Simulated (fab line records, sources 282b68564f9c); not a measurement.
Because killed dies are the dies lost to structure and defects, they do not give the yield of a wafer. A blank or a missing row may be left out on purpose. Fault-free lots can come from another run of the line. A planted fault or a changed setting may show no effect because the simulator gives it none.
fab line records -- flow ritCmos
record lots=6, wafers=18, lastDay=7
route steps=202 shown PRETRO@69 GATE@75 FOX2@80 M1@202
lots untouched by any fault: they come from a run of this same line in which no faults occurred
startH: the number of hours between the record's first day and the start of the first shown wafer of the lot -- waitH: time in hours since the lot's previous step -- " identical to the entry in the row above -- L1.1+2: several wafers, shown together as one row -- - value missing, or start not given -- * or withheld: withheld -- < > ~ a bound
route shown NAME@n: names a module that has steps shown in the file, with the first one's number in the route -- usual: the fault-free wafers' mean and standard deviation -- same: alike in all rows -- chamber/n: place in a boat -- sites: per-site readings -- _std_site: their standard deviation -- _edge_site: mean of outer sites minus mean of inner sites -- radiusMm: for every site, how far away it sits from the centre of the wafer -- mask NAME#n: copy n -- behind: tool/chamber where the wafer was last shaped -- hold: the reason the lot was held/the length of the hold in hours/how it ended -- device: the n, p or np transistor that did not switch -- end of line: at the end of the route, the tests of the same wafers -- where a step has no rows: the recipe by itself -- killed: the dies lost at the first sort to structure and to defects; this is not the yield of the wafer -- map: a wafer's dies, x killed, . not, _ none there
set.NAME: the setting that was run; set.NAME@STEP: the one run at that earlier step -- model.NAME: the simulator's own value behind a step, which no gauge read
certain route steps with their lots: each step a table, each wafer a row
services: when a tool's chamber went out of use (startH, in hours from the record's first day, below 0 if earlier), for how many hours, and the reason
## steps
# step RIT_PRETRO_DEVELOP_05
# recipe resist=NOVOLAK, developTimeS=68, devTempC=23
# step RIT_PRETRO_OVL_MEAS_06
# usual PRETRO_OVL=0.2/1.2
lot.wafer,tool,chamber,startH,waitH,PRETRO_OVL[nm]
L525.1,overlay-01,-,57.17,-,0.2
L525.4,overlay-01,-,57.17,-,-0.2
L525.6,overlay-01,-,57.17,-,0.5
L527.1,overlay-02,-,69.66,-,-1.1
L527.5,overlay-02,-,69.66,-,-2.5
L527.6,overlay-02,-,69.66,-,-1.8
L534.1,overlay-01,-,101.76,-,-0.4
L534.3,overlay-01,-,101.76,-,0.3
L534.6,overlay-01,-,101.76,-,-0.4
L537.2,overlay-01,-,117.74,-,-0.1
L537.4,overlay-01,-,117.74,-,-0.4
L537.6,overlay-01,-,117.74,-,1.0
L538.2,overlay-01,-,126.08,-,0.0
L538.5,overlay-01,-,126.08,-,0.0
L538.6,overlay-01,-,126.08,-,0.9
L542.2,overlay-01,-,147.96,-,-1.5
L542.4,overlay-01,-,147.96,-,-0.5
L542.6,overlay-01,-,147.96,-,0.0
# step RIT_PRETRO_HARDBAKE_07
# recipe resist=NOVOLAK, tempC=140, timeS=120
# step RIT_PRETRO_IMPLANT_08
# recipe species=B, energyKev=45, doseCm2=1.2e+13, tiltDeg=7
# step RIT_PRETRO_STRIP_09
# recipe chemistry=O2, timeS=180, resist=NOVOLAK, platenTempC=withheld, powerW=500, pressureMtorr=4000, o2FlowSccm=4000
# usual drypumpMotorCurrentA=5.7/0.51
lot.wafer,tool,chamber,startH,waitH,drypumpMotorCurrentA,rfHoursCounterH
L525.1,plasmaAsher-04,1,57.61,0.1,5.2,47
L525.4,plasmaAsher-04,0,57.61,0.1,6.6,-
L525.6,plasmaAsher-04,0,57.61,0.1,6.6,-
L527.1,plasmaAsher-03,0,70.09,0.1,5.7,33
L527.5,plasmaAsher-03,0,70.09,0.1,5.7,-
L527.6,plasmaAsher-03,1,70.09,0.1,5.1,-
L534.1,plasmaAsher-04,0,102.20,0.1,6.6,52
L534.3,plasmaAsher-04,0,102.20,0.1,6.6,-
L534.6,plasmaAsher-04,1,102.20,0.1,5.2,-
L537.2,plasmaAsher-04,0,118.17,0.1,6.6,0
L537.4,plasmaAsher-04,1,118.17,0.1,5.2,-
L537.6,plasmaAsher-04,1,118.17,0.1,5.2,-
L538.2,plasmaAsher-04,1,126.51,0.1,5.2,1
L538.5,plasmaAsher-04,0,126.51,0.1,6.6,-
L538.6,plasmaAsher-04,1,126.51,0.1,5.2,-
L542.2,plasmaAsher-03,1,148.39,0.1,5.1,41
L542.4,plasmaAsher-03,1,148.39,0.1,5.1,-
L542.6,plasmaAsher-03,1,148.39,0.1,5.1,-
# step RIT_PRETRO_TW_MEAS_10
# usual PRETRO_TW=477/6.4
lot.wafer,tool,chamber,startH,waitH,PRETRO_TW
L525.1,filmMetro-03,-,57.78,0.1,483
L525.4,filmMetro-03,-,57.78,0.1,484
L525.6,filmMetro-03,-,57.78,0.1,483
L527.1,filmMetro-03,-,70.27,0.1,485
L527.5,filmMetro-03,-,70.27,0.1,481
L527.6,filmMetro-03,-,70.27,0.1,482
L534.1,filmMetro-02,-,102.37,0.1,470
L534.3,filmMetro-02,-,102.37,0.1,470
L534.6,filmMetro-02,-,102.37,0.1,470
L537.2,filmMetro-02,-,118.36,0.1,467
L537.4,filmMetro-02,-,118.36,0.1,470
L537.6,filmMetro-02,-,118.36,0.1,469
L538.2,filmMetro-01,-,126.70,0.1,479
L538.5,filmMetro-01,-,126.70,0.1,484
L538.6,filmMetro-01,-,126.70,0.1,482
L542.2,filmMetro-01,-,148.57,0.1,484
L542.4,filmMetro-01,-,148.57,0.1,484
L542.6,filmMetro-01,-,148.57,0.1,481
# step RIT_GATE_WET_ETCH_00
# recipe chemistry=BOE, target=SiO2, targetDepthNm=56, timeS=60, dry=n2Spin, dilution=10:1, tempC=21.5
# step RIT_GATE_CLEAN_01
# recipe chemistry=SC1, mix=3:3:50, timeS=600, tempC=75
# step RIT_GATE_CLEAN_02
# recipe chemistry=dHF, dilution=50:1, timeS=30.91
# step RIT_GATE_CLEAN_03
# recipe chemistry=SC2, mix=3:3:50, timeS=600, tempC=75, dry=n2Spin
# step RIT_GATE_CLEAN_04
# recipe chemistry=dHF, dilution=50:1, timeS=60, dry=n2Spin
# step RIT_FOX2_THK_MEAS_91
# recipe reads=SiO2_of_FOX2_OXIDATION_00
# usual FIELD_OXIDE_LEFT_2_THK=254/6.3
lot.wafer,tool,chamber,startH,waitH,FIELD_OXIDE_LEFT_2_THK[nm]
L525.1,filmMetro-04,-,58.28,0.0,248
L525.4,filmMetro-04,-,58.28,0.0,252
L525.6,filmMetro-04,-,58.28,0.0,250
L527.1,filmMetro-04,-,71.04,0.0,244
L527.5,filmMetro-04,-,71.04,0.0,238
L527.6,filmMetro-04,-,71.04,0.0,239
L534.1,filmMetro-02,-,102.85,0.0,259
L534.3,filmMetro-02,-,102.85,0.0,252
L534.6,filmMetro-02,-,102.85,0.0,253
L537.2,filmMetro-03,-,118.87,0.0,253
L537.4,filmMetro-03,-,118.87,0.0,250
L537.6,filmMetro-03,-,118.87,0.0,256
L538.2,filmMetro-03,-,127.17,0.0,255
L538.5,filmMetro-03,-,127.17,0.0,254
L538.6,filmMetro-03,-,127.17,0.0,259
L542.2,filmMetro-02,-,149.05,0.0,256
L542.4,filmMetro-02,-,149.05,0.0,260
L542.6,filmMetro-02,-,149.05,0.0,258
# step RIT_GATE_OXIDATION_05
# recipe tempC=900, ambient=O2, targetThkA=30, oxTimeS=270
# usual spikeTcCentreC=901.7/1.2, spikeTcLoadC=924.5/2.6, spikeTcSourceC=924.3/1.2, tubeCenterTempC=899.99/0.08, tube_center_temp_C_max=902.3/0.39, zonePowerCentrePct=45/3.4
lot.wafer,tool,chamber,startH,waitH,spikeTcCentreC,spikeTcLoadC,spikeTcSourceC,tubeCenterTempC,tube_center_temp_C_max,zonePowerCentrePct,model.SiO2_of_GATE_OXIDATION_05.thkNm
L525.1,furnace-03,0,58.34,0.1,895.7,917.4,918.1,892.8,895.1,45,2.79
L525.4,furnace-03,0,58.34,0.1,893.3,918.1,917.9,892.72,895.2,45,2.781
L525.6,furnace-03,0,58.34,0.1,895.0,917.9,920.2,892.73,895.0,44,2.843
L527.1,furnace-03,0,71.79,0.7,893.8,917.6,917.7,892.75,894.8,44,2.81
L527.5,furnace-03,0,71.79,0.7,894.3,917.2,918.3,892.69,894.6,45,2.832
L527.6,furnace-03,0,71.79,0.7,893.1,917.4,917.9,893.02,895.0,46,2.808
L534.1,furnace-01,0,102.91,0.1,902.4,929.7,924.9,900.12,902.0,40,3.038
L534.3,furnace-01,0,102.91,0.1,901.9,927.2,923.6,899.98,902.7,40,3.06
L534.6,furnace-01,0,102.91,0.1,902.9,929.0,923.8,899.95,902.5,39,3.019
L537.2,furnace-01,0,120.01,1.1,903.9,929.2,923.4,900.08,901.9,39,3.023
L537.4,furnace-01,0,120.01,1.1,902.2,928.3,924.8,899.97,901.9,40,3.003
L537.6,furnace-01,0,120.01,1.1,903.3,929.6,924.9,899.95,902.3,39,2.984
L538.2,furnace-02,0,129.27,2.1,904.1,922.9,923.9,899.97,902.9,49,3.125
L538.5,furnace-02,0,129.27,2.1,901.1,921.3,922.3,899.97,901.9,48,3.105
L538.6,furnace-02,0,129.27,2.1,900.6,922.1,923.2,899.92,901.9,48,3.132
L542.2,furnace-03,0,150.30,1.2,901.5,925.3,925.4,900.04,902.1,45,3.015
L542.4,furnace-03,0,150.30,1.2,902.2,924.9,924.2,899.96,902.4,45,2.924
L542.6,furnace-03,0,150.30,1.2,900.5,925.1,923.5,899.95,902.4,45,2.94
# step RIT_GATE_ANNEAL_06
# recipe tempC=900, timeS=600, ambient=N2O
# step RIT_M1_PROBE_99
# usual killed_at_M0_to_M3=0.0/0.14, killedAtContacts=0.1/0.3, killedAtFrontEnd=6.5/2.9, killedDies=6.6/3, killedOpen=3.3/2, killedShort=3.3/1.9
# same grossDies=264, killed_at_M4_up=0, killedAtBackSide=0, killedAtOther=0
lot.wafer,tool,chamber,startH,waitH,killed_at_M0_to_M3,killedAtContacts,killedAtFrontEnd,killedDies,killedOpen,killedShort,model.etest.pmos_0p3.rOnOhmUm,model.etest.nmos_0p3.rOnOhmUm,model.etest.nmos_0p15.driveUaUm,model.etest.nmosNarrow.driveUaUm,model.etest.nmos_0p3.driveUaUm,model.etest.pmos_0p15.driveUaUm,model.etest.pmos_0p3.driveUaUm,model.etest.pmosNarrow.driveUaUm
L525.1,prober-02,-,83.67,0.1,0,0,8,8,2,6,5920,2020,525.5,259.4,252.7,277.1,111.3,113.5
L525.4,prober-02,-,83.82,0.2,0,0,8,8,5,3,5822,1978,534.1,261.1,253.9,283.8,112.6,114.5
L525.6,prober-02,-,83.92,0.2,0,0,12,12,5,7,5998,2024,521.5,249.5,246.7,275.4,108.2,110.3
L527.1,prober-02,-,99.99,0.1,0,0,9,9,4,5,6195,2153,494.9,242.5,241.8,267.6,107.5,109
L527.5,prober-02,-,100.19,0.2,0,0,7,7,3,4,6014,2073,487.6,242.5,240.3,265.9,107.5,109.2
L527.6,prober-02,-,100.24,0.2,0,0,5,5,4,1,6014,2134,500,248.8,244.6,272.6,110.6,112.3
L534.1,prober-01,-,129.39,0.1,0,1,13,14,8,6,6212,2171,490.8,222.7,224.6,278.2,101.4,101.8
L534.3,prober-01,-,129.49,0.2,0,0,7,7,4,3,6314,2163,475.1,220.5,221,269.1,101.4,101.1
L534.6,prober-01,-,129.64,0.2,0,0,5,5,3,2,6221,2167,474.3,222.4,224.3,270.4,101.2,101.1
L537.2,prober-02,-,150.10,0.1,0,0,8,8,6,2,6292,2182,464.8,226.1,224.7,258.4,101.3,102.9
L537.4,prober-02,-,150.20,0.2,0,0,5,5,4,1,6207,2171,460.1,228.9,227.3,258.4,103,105
L537.6,prober-02,-,150.30,0.2,0,0,10,10,3,7,6145,2135,486.8,230.8,230.1,268.8,105.2,105.3
L538.2,prober-01,-,159.41,0.1,0,0,2,2,1,1,6486,2184,454.3,209.8,213.1,244.9,96.45,97.2
L538.5,prober-01,-,159.56,0.2,0,1,2,3,1,2,6439,2196,463.7,214.7,213.1,251.5,97.09,99.24
L538.6,prober-01,-,159.61,0.2,0,0,4,4,2,2,6467,2208,464.6,212.1,213,250.5,96.05,98.1
L542.2,prober-01,-,177.58,0.1,0,0,12,12,5,7,6352,2204,448.9,219.7,218.2,252.6,99.73,101.2
L542.4,prober-01,-,177.68,0.2,1,0,6,7,5,2,6169,2169,456.4,226.4,226.3,254.7,104.4,105.4
L542.6,prober-01,-,177.78,0.2,0,0,7,7,4,3,6212,2159,463.6,225.7,224.8,255.8,102.1,104
# killed by level:class
L525.1 GATE:geometricParticle:short=5 FOX2:geometricParticle:short=1 FOX2:geometricParticle:open=1 SILICIDE:geometricParticle:open=1
L525.4 GATE:geometricParticle:open=5 GATE:geometricParticle:short=2 FOX1:geometricParticle:short=1
L525.6 FOX2:geometricParticle:open=2 FOX2:geometricParticle:short=2 GATE:geometricParticle:short=2 GATE:geometricParticle:open=2 REOX:geometricParticle:short=2 REOX:geometricParticle:open=1 SILICIDE:geometricParticle:short=1
L527.1 FOX2:geometricParticle:open=2 FOX2:geometricParticle:short=1 GATE:geometricParticle:short=1 GATE:geometricParticle:open=1 REOX:geometricParticle:short=1 SPACER:geometricParticle:open=1 SPACER:geometricParticle:short=1 SILICIDE:geometricParticle:short=1
L527.5 GATE:geometricParticle:short=3 REOX:geometricParticle:open=2 REOX:geometricParticle:short=1 SILICIDE:geometricParticle:open=1
L527.6 GATE:geometricParticle:open=4 GATE:geometricParticle:short=1
L534.1 SPACER:geometricParticle:short=3 SILICIDE:geometricParticle:open=3 FOX1:geometricParticle:short=2 REOX:geometricParticle:open=2 SPACER:geometricParticle:open=2 SILICIDE:geometricParticle:short=1 CONTACT:geometricParticle:open=1
L534.3 GATE:geometricParticle:open=2 FOX1:geometricParticle:open=1 GATE:geometricParticle:short=1 SPACER:geometricParticle:short=1 SILICIDE:geometricParticle:open=1 SILICIDE:geometricParticle:short=1
L534.6 SPACER:geometricParticle:short=2 SILICIDE:geometricParticle:open=2 SPACER:geometricParticle:open=1
L537.2 REOX:geometricParticle:open=3 GATE:geometricParticle:open=2 FOX2:geometricParticle:short=1 FOX2:geometricParticle:open=1 REOX:geometricParticle:short=1
L537.4 SPACER:geometricParticle:open=2 FOX1:geometricParticle:short=1 GATE:geometricParticle:open=1 REOX:geometricParticle:open=1
L537.6 FOX2:geometricParticle:short=2 GATE:geometricParticle:open=2 FOX1:geometricParticle:short=1 GATE:geometricParticle:short=1 REOX:geometricParticle:short=1 REOX:geometricParticle:open=1 SPACER:geometricParticle:short=1 SILICIDE:geometricParticle:short=1
L538.2 GATE:geometricParticle:open=1 GATE:geometricParticle:short=1
L538.5 FOX2:geometricParticle:short=1 REOX:geometricParticle:short=1 CONTACT:geometricParticle:open=1
L538.6 GATE:geometricParticle:short=1 SPACER:geometricParticle:open=1 SILICIDE:geometricParticle:open=1 SILICIDE:geometricParticle:short=1
L542.2 GATE:geometricParticle:open=3 REOX:geometricParticle:short=3 SPACER:geometricParticle:short=2 FOX2:geometricParticle:short=1 REOX:geometricParticle:open=1 SPACER:geometricParticle:open=1 SILICIDE:geometricParticle:short=1
L542.4 GATE:geometricParticle:open=3 FOX2:geometricParticle:short=1 GATE:geometricParticle:short=1 SPACER:geometricParticle:open=1 M1:geometricParticle:open=1
L542.6 GATE:geometricParticle:open=2 SPACER:geometricParticle:open=2 FOX2:geometricParticle:short=1 GATE:geometricParticle:short=1 SILICIDE:geometricParticle:short=1
## services
tool,chamber,startH,hours,kind
furnace-01,-,36.75,3.3,pm
furnace-02,-,76.75,4.0,pm
plasmaAsher-04,-,108.75,9.0,pm
plasmaAsher-04,0,108.75,9.0,ventCycle
plasmaAsher-04,1,108.75,9.0,ventCycle
plasmaAsher-04,0,117.75,-,clean
plasmaAsher-04,1,117.75,-,clean
## key
firstSign step=RIT_GATE_OXIDATION_05, reading=tubeCenterTempC, direction=down, sigmas=80, usual=*, struck=*
effect step=RIT_GATE_OXIDATION_05, reading=tube_center_temp_C_max, direction=down, sigmas=19, usual=*, struck=*
modelEffect step=RIT_GATE_OXIDATION_05, value=SiO2_of_GATE_OXIDATION_05.thkNm, without=3.069, struck=2.811
modelEffect step=RIT_M1_PROBE_99, value=etest.pmos_0p3.rOnOhmUm, without=6432, struck=5994
metAt RIT_GATE_OXIDATION_05
struckWafers L525.1,L525.4,L525.6,L527.1,L527.5,L527.6
testerLeftOut L525,L527
fault kind=processParameterDrift, tool=furnace-03, chamber=-, onsetH=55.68, steps=RIT_GATE_OXIDATION_05, channel=tempC, offset=*, shape=step, endH=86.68, actsIn=*, stated=*
# testerLeftOut: of these lots the tester's yield and bins aren't shown, on N5 and GAA mostly nor the transistor test; their killed dies are dies lost to structure and defects alone, not to doping, threshold or leakage, so they don't give the yield
